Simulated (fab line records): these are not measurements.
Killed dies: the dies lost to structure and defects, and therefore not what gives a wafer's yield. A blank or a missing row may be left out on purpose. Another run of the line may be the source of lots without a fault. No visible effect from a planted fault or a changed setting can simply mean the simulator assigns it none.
Lot-split experiment + flow rit cmos + 5 lots, 21 wafers read, on a route of 202 steps

== SPLIT DETAILS ==
At RIT_GATE_DEVELOP_15 (develop time 50 s), the setting develop time s was moved away from the recipe's 50 s on 8 of the 21 wafers read, by -8.1% to +8.8%. This setting was run at the recipe's value on the other wafers.

== FROM THE SPLIT TO THE READING: what the file shows between them, 10 steps ==
- RIT_GATE_HARDBAKE_18: time 60 s
- RIT_GATE_ETCH_19: etches poly-Si in SF6/CHF3/O2, stops on SiO2, time 165 s, target depth 312.5 nm
- RIT_CONTACT_EXPOSE_05: exposes mask M11, target cd 1000 nm (also split here: dose mj)
- RIT_CONTACT_PEB_06
- RIT_CONTACT_DEVELOP_07: develop time 120 s
- RIT_CONTACT_CD_MEAS_08: target cd 1000 nm
- RIT_CONTACT_HARDBAKE_10: time 60 s
- RIT_CONTACT_ETCH_11: etches SiO2 in CHF3/CF4/Ar, stops on TiSi2, target depth 480 nm, time 320 s
- RIT_CONTACT_STRIP_12: strips in O2, time 180 s
- RIT_CONTACT_CD_MEAS_90: target cd 1000 nm

== THE READING ==
etest.nmos_0p15.r on ohm um (the simulator's own value, which no gauge read), at RIT_M1_PROBE_99. No usual value for it is given in the file. Here, 13 wafers ran the recipe; their average is 1120 with a standard deviation of 28.

| wafer  | tool, chamber at the split | develop time s as run, s | against the recipe | etest.nmos_0p15.r on ohm um | against lot-mates on the recipe |
|--------|----------------------------|--------------------------|--------------------|-----------------------------|---------------------------------|
| L074.2 | litho track-04, 0          | 50                       | recipe             | 1127                        | -                               |
| L074.4 | litho track-04, 0          | 50                       | recipe             | 1115                        | -                               |
| L074.5 | litho track-04, 0          | 50                       | recipe             | 1090                        | -                               |
| L078.1 | litho track-03, 0          | 45.96                    | -8.1%              | 1200                        | +101                            |
| L078.3 | litho track-03, 0          | 50                       | recipe             | 1101                        | -                               |
| L078.4 | litho track-03, 0          | 50                       | recipe             | 1108                        | -                               |
| L078.5 | litho track-03, 0          | 45.96                    | -8.1%              | 1174                        | +75                             |
| L078.6 | litho track-03, 0          | 50                       | recipe             | 1089                        | -                               |
| L080.1 | litho track-02, 0          | 54.41                    | +8.8%              | 1008                        | -124                            |
| L080.2 | litho track-02, 0          | 50                       | recipe             | 1156                        | -                               |
| L080.3 | litho track-02, 0          | 54.41                    | +8.8%              | 1028                        | -104                            |
| L080.4 | litho track-02, 0          | 50                       | recipe             | 1108                        | -                               |
| L080.6 | litho track-02, 0          | 54.41                    | +8.8%              | 1007                        | -125                            |
| L082.1 | litho track-02, 0          | 50                       | recipe             | 1179                        | -                               |
| L082.2 | litho track-02, 0          | 46.19                    | -7.6%              | 1262                        | +96                             |
| L082.3 | litho track-02, 0          | 46.19                    | -7.6%              | 1284                        | +118                            |
| L082.4 | litho track-02, 0          | 50                       | recipe             | 1154                        | -                               |
| L082.5 | litho track-02, 0          | 46.19                    | -7.6%              | 1270                        | +104                            |
| L083.2 | litho track-03, 0          | 50                       | recipe             | 1116                        | -                               |
| L083.5 | litho track-03, 0          | 50                       | recipe             | 1084                        | -                               |
| L083.6 | litho track-03, 0          | 50                       | recipe             | 1135                        | -                               |

THE FIT
A straight line over all 21 wafers: etest.nmos_0p15.r on ohm um changes by -13.5 for each +1% of develop time s; r = -0.90; the points scatter about the line by 34.
The same after taking each lot's own level away (the mean of its wafers on the recipe; 21 wafers): -12.9 for each +1%; r = -0.97; scatter 17.
On that fit, the largest move of develop time s shifts the reading by 1.1e+02.
From 1099.3 to 1166.5: that is the span of the lots' own levels, equal to 2.4 times the standard deviation above.
Hence the lot-to-lot level has little effect on the slope; both slopes agree.
Check: -113 against its lot-mates is what the line predicts for one of the wafers moved furthest among these (+8.8%) when that wafer is left out of the fit. It came out at -124 against them.

== THESE WAFERS: OTHER SPLITS ==
Before the reading, these wafers also passed through other splits. Each is held against what the fit with the lots' levels taken away leaves over:
| other split on the same wafers       | wafers away from the commonest value | r with etest.nmos_0p15.r on ohm um (lot level and that fit taken away) |
|--------------------------------------|--------------------------------------|------------------------------------------------------------------------|
| RIT_ACTIVE_CVD_03 temp c             | 15                                   | +0.07                                                                  |
| RIT_ACTIVE_ETCH_13 rf w              | 5                                    | -0.07                                                                  |
| RIT_FOX1_OXIDATION_00 ox time s      | 16                                   | -0.17                                                                  |
| RIT_FOX1_WET_ETCH_02 time s          | 16                                   | -0.21                                                                  |
| RIT_PWELL_IMPLANT_08 energy kev      | 7                                    | -0.25                                                                  |
| RIT_NRETRO_COAT_01 resist thk nm     | 7                                    | +0.08                                                                  |
| RIT_NRETRO_DEVELOP_05 develop time s | 4                                    | -0.32                                                                  |
| RIT_PRETRO_HARDBAKE_07 temp c        | 6                                    | -0.13                                                                  |
| RIT_PRETRO_IMPLANT_08 energy kev     | 9                                    | -0.38                                                                  |
| RIT_CONTACT_EXPOSE_05 dose mj        | 10                                   | -0.40                                                                  |

== THE WHOLE CHAIN: every reading that the file lists as answering this split, in the file's order ==
| step             | what it does                                                                    | reading                                                                        | change (the file's fit)              | r (the file's) |
|------------------|---------------------------------------------------------------------------------|--------------------------------------------------------------------------------|--------------------------------------|----------------|
| RIT_GATE_ETCH_19 | etches poly-Si in SF6/CHF3/O2, stops on SiO2, time 165 s, target depth 312.5 nm | GATE.cd nm (the simulator's own value, which no gauge read)                    | -1.82 nm for each +1% of the setting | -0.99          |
| RIT_M1_PROBE_99  |                                                                                 | etest.pmos_0p3.r on ohm um (the simulator's own value, which no gauge read)    | -45.3 for each +1% of the setting    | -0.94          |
| RIT_M1_PROBE_99  |                                                                                 | etest.pmos turned.r on ohm um (the simulator's own value, which no gauge read) | -45.3 for each +1% of the setting    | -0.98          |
| RIT_M1_PROBE_99  |                                                                                 | etest.pmos_0p15.r on ohm um (the simulator's own value, which no gauge read)   | -41.6 for each +1% of the setting    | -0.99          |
| RIT_M1_PROBE_99  |                                                                                 | etest.nmos_0p15.r on ohm um (the simulator's own value, which no gauge read)   | -12.7 for each +1% of the setting    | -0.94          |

== THE FILE'S OWN FIT ==
etest.nmos_0p15.r on ohm um changes by -12.7 for each +1% of develop time s, r = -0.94.
